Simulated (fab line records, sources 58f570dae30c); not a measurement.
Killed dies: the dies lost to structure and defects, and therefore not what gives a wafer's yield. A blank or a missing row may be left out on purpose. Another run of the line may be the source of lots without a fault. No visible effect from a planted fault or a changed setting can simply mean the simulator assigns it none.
Split-lot experiment :: flow berkeley-cmos170 :: 23 wafers read from 5 lots, route of 331 steps

THE SPLIT
At UCB170_NLDD_EXPOSE_03 (exposes mask NSELECT, target cd 1200 nm), the setting dose-mj was moved away from the recipe's 30 on 4 of the 23 wafers read, by -2.3% to +2.6%. All remaining wafers had this setting at the recipe value.

FROM THE SPLIT TO THE READING: what the file shows between them, 1 step
- UCB170_NLDD_DEVELOP_05: develop time 45 s (also split here: develop-time-s)

THE READING
cd-nm at UCB170_NLDD_CD_MEAS_06, given in nm (cd target 1200 nm). A value of 1200.3 nm with a standard deviation of 1.4 nm is what fault-free wafers of this fab line usually give.

wafer: L075.1
tool, chamber at the split: krf-scanner-01, 0
dose-mj as run: 30
against the recipe: recipe
cd-nm, nm: 1199.6
against lot-mates on the recipe: -

wafer: L075.2
tool, chamber at the split: krf-scanner-01, 0
dose-mj as run: 30
against the recipe: recipe
cd-nm, nm: 1198.7
against lot-mates on the recipe: -

wafer: L075.3
tool, chamber at the split: krf-scanner-01, 0
dose-mj as run: 30
against the recipe: recipe
cd-nm, nm: 1198.7
against lot-mates on the recipe: -

wafer: L075.4
tool, chamber at the split: krf-scanner-01, 0
dose-mj as run: 30
against the recipe: recipe
cd-nm, nm: 1198.8
against lot-mates on the recipe: -

wafer: L075.5
tool, chamber at the split: krf-scanner-01, 0
dose-mj as run: 30
against the recipe: recipe
cd-nm, nm: 1198.0
against lot-mates on the recipe: -

wafer: L077.2
tool, chamber at the split: krf-scanner-01, 0
dose-mj as run: 29.3
against the recipe: -2.3%
cd-nm, nm: 1193.6
against lot-mates on the recipe: -5.2

wafer: L077.3
tool, chamber at the split: krf-scanner-01, 0
dose-mj as run: 30
against the recipe: recipe
cd-nm, nm: 1197.7
against lot-mates on the recipe: -

wafer: L077.4
tool, chamber at the split: krf-scanner-01, 0
dose-mj as run: 30
against the recipe: recipe
cd-nm, nm: 1199.6
against lot-mates on the recipe: -

wafer: L077.5
tool, chamber at the split: krf-scanner-01, 0
dose-mj as run: 30
against the recipe: recipe
cd-nm, nm: 1199.1
against lot-mates on the recipe: -

wafer: L077.6
tool, chamber at the split: krf-scanner-01, 0
dose-mj as run: 29.3
against the recipe: -2.3%
cd-nm, nm: 1193.2
against lot-mates on the recipe: -5.6

wafer: L081.1
tool, chamber at the split: krf-scanner-02, 0
dose-mj as run: 30
against the recipe: recipe
cd-nm, nm: 1200.4
against lot-mates on the recipe: -

wafer: L081.2
tool, chamber at the split: krf-scanner-02, 0
dose-mj as run: 30
against the recipe: recipe
cd-nm, nm: 1200.1
against lot-mates on the recipe: -

wafer: L081.3
tool, chamber at the split: krf-scanner-02, 0
dose-mj as run: 30
against the recipe: recipe
cd-nm, nm: 1201.2
against lot-mates on the recipe: -

wafer: L083.1
tool, chamber at the split: krf-scanner-02, 0
dose-mj as run: 30.77
against the recipe: +2.6%
cd-nm, nm: 1205.4
against lot-mates on the recipe: +5.5

wafer: L083.2
tool, chamber at the split: krf-scanner-02, 0
dose-mj as run: 30.77
against the recipe: +2.6%
cd-nm, nm: 1203.8
against lot-mates on the recipe: +3.9

wafer: L083.3
tool, chamber at the split: krf-scanner-02, 0
dose-mj as run: 30
against the recipe: recipe
cd-nm, nm: 1200.8
against lot-mates on the recipe: -

wafer: L083.5
tool, chamber at the split: krf-scanner-02, 0
dose-mj as run: 30
against the recipe: recipe
cd-nm, nm: 1200.5
against lot-mates on the recipe: -

wafer: L083.6
tool, chamber at the split: krf-scanner-02, 0
dose-mj as run: 30
against the recipe: recipe
cd-nm, nm: 1198.3
against lot-mates on the recipe: -

wafer: L085.1
tool, chamber at the split: krf-scanner-02, 0
dose-mj as run: 30
against the recipe: recipe
cd-nm, nm: 1200.5
against lot-mates on the recipe: -

wafer: L085.2
tool, chamber at the split: krf-scanner-02, 0
dose-mj as run: 30
against the recipe: recipe
cd-nm, nm: 1200.2
against lot-mates on the recipe: -

wafer: L085.3
tool, chamber at the split: krf-scanner-02, 0
dose-mj as run: 30
against the recipe: recipe
cd-nm, nm: 1200.4
against lot-mates on the recipe: -

wafer: L085.4
tool, chamber at the split: krf-scanner-02, 0
dose-mj as run: 30
against the recipe: recipe
cd-nm, nm: 1200.0
against lot-mates on the recipe: -

wafer: L085.5
tool, chamber at the split: krf-scanner-02, 0
dose-mj as run: 30
against the recipe: recipe
cd-nm, nm: 1198.6
against lot-mates on the recipe: -

THE FIT
A straight line over all 23 wafers: cd-nm changes by +2.27 nm for each +1% of dose-mj; r = +0.92; the points scatter about the line by 1 nm.
The same after taking each lot's own level away (the mean of its wafers on the recipe; 23 wafers): +2.06 nm for each +1%; r = +0.94; scatter 0.77 nm.
According to that fit, moving dose-mj by its largest amount changes the reading by 5.3 nm.
Across the lots, their own levels run from 1198.76 to 1200.57 nm, a range of 1.3 times the standard deviation given above.
Hence the slope depends on the lot-to-lot level, as the two fits are not the same.
Check: for one of the wafers moved furthest among these (+2.6%), held out of the fit, the line's prediction against its lot-mates is +5.03 nm. It came out at +5.53 nm against them.

THESE WAFERS: OTHER SPLITS
These wafers also went through other splits before the reading. Each is held against what the fit with the lots' levels taken away leaves over:
other split on the same wafers: UCB170_PLDD_COAT_01 resist-thk-nm
wafers away from the commonest value: 7
r with cd-nm (lot level and that fit taken away): +0.29

other split on the same wafers: UCB170_NLDD_DEVELOP_05 develop-time-s
wafers away from the commonest value: 11
r with cd-nm (lot level and that fit taken away): +0.26

THE FILE'S OWN FIT
cd-nm changes by +2.05 nm for each +1% of dose-mj, r = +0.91.
